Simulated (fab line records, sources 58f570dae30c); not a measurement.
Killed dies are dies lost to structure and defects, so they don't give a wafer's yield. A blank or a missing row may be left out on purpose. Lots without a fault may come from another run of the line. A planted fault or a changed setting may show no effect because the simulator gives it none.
One fault seen from 2 desks | flow berkeley_cmos170 | each desk has only its own numbers; what lay behind them comes last

THE METROLOGY DESK
What the gauges read, lot by lot, whatever tool the lot ran on: means of the sampled wafers that have a number. A lot is out of limits, marked OUT, if its mean lies more than 4 standard deviations from the usual mean; the brackets give that distance.
Columns: A = WELLDRIVE_OXIDE_THK at UCB170_WELLDRIVE_THK_MEAS_02, usual 198 nm; B = SILICIDE_TI_THK at UCB170_SILICIDE_THK_MEAS_03, usual 29.92 nm; C = cd_nm at UCB170_M1_CD_MEAS_09, usual 700.4 nm
lot  | first seen here | A              | B     | C
L332 | day 4 01:48     | 197            | 29.75 | 699.7
L333 | day 4 15:20     | 203            | 29.62 | 700.9
L334 | day 4 15:20     | 197            | 29.80 | 701.0
L335 | day 4 15:20     | 196            | 29.88 | 700.9
L336 | day 5 01:35     | 197            | 29.49 | 698.7
L337 | day 5 01:35     | 199            | 29.95 | 699.8
L338 | day 5 07:53     | 196            | 30.42 | 701.6
L339 | day 5 07:55     | 193            | 30.43 | 700.4
L340 | day 5 16:50     | 195            | 29.77 | 700.7
L342 | day 5 23:36     | 198            | 29.85 | 701.2
L347 | day 7 07:46     | 178 (-5.7) OUT | 29.80 | 701.6
L348 | day 7 07:46     | 179 (-5.5) OUT | 30.50 | 700.2
L350 | day 8 01:39     | 198            | 29.94 | 699.8
L351 | day 8 01:41     | 202            | 30.10 | 700.6
This desk's finding: out of limits on L347, L348; first on L347, day 7 07:46 (WELLDRIVE_OXIDE_THK at UCB170_WELLDRIVE_THK_MEAS_02). In limits: L332, L333, L334, L335, L336, L337, L338, L339, L340, L342, L350, L351.

THE TOOL OWNER'S DESK: furnace-01
The tool's own readings at UCB170_WELLDRIVE_OXIDATION_01 (target thk 199 nm, ox time 9000 s): means of the sampled wafers that have a number, for each lot that ran on this tool. A lot is out of limits, marked OUT, if its mean lies more than 4 standard deviations from the usual mean; the brackets give that distance.
Columns: A = spike_tc_centre_C at UCB170_WELLDRIVE_OXIDATION_01, usual 1102.2 C; B = spike_tc_load_C at UCB170_WELLDRIVE_OXIDATION_01, usual 1130 C; C = spike_tc_source_C at UCB170_WELLDRIVE_OXIDATION_01, usual 1128.9 C
lot  | first seen here | A                | B               | C
L332 | day 3 22:17     | 1102.6           | 1132            | 1130.5
L336 | day 4 22:04     | 1101.2           | 1132            | 1130.2
L337 | day 4 22:04     | 1102.0           | 1133            | 1130.2
L342 | day 5 20:06     | 1101.7           | 1133            | 1131.2
L347 | day 7 04:16     | 1085.7 (-14) OUT | 1118            | 1113.9 (-7.2) OUT
L348 | day 7 04:16     | 1086.0 (-13) OUT | 1116 (-4.4) OUT | 1113.9 (-7.1) OUT
This desk's finding: out of limits on L347, L348; first on L347, day 7 04:16 (spike_tc_centre_C at UCB170_WELLDRIVE_OXIDATION_01). In limits: L332, L336, L337, L342.

PUT TOGETHER
The tool owner's desk could have raised an alarm at day 7 04:16, on L347, L348.
The metrology desk could have raised an alarm at day 7 07:46, on L347, L348.
Of the lots named, all ran UCB170_WELLDRIVE_OXIDATION_01 on furnace-01.

WHAT THE SIMULATOR HAD PUT IN
Process parameter drift: furnace-01, from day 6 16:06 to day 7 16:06, at UCB170_WELLDRIVE_OXIDATION_01. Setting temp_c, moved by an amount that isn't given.
Lots struck among those shown: L347, L348.
Hours from the fault's start to each desk's first reading out of limits: the tool owner's desk, 12; the metrology desk, 16.
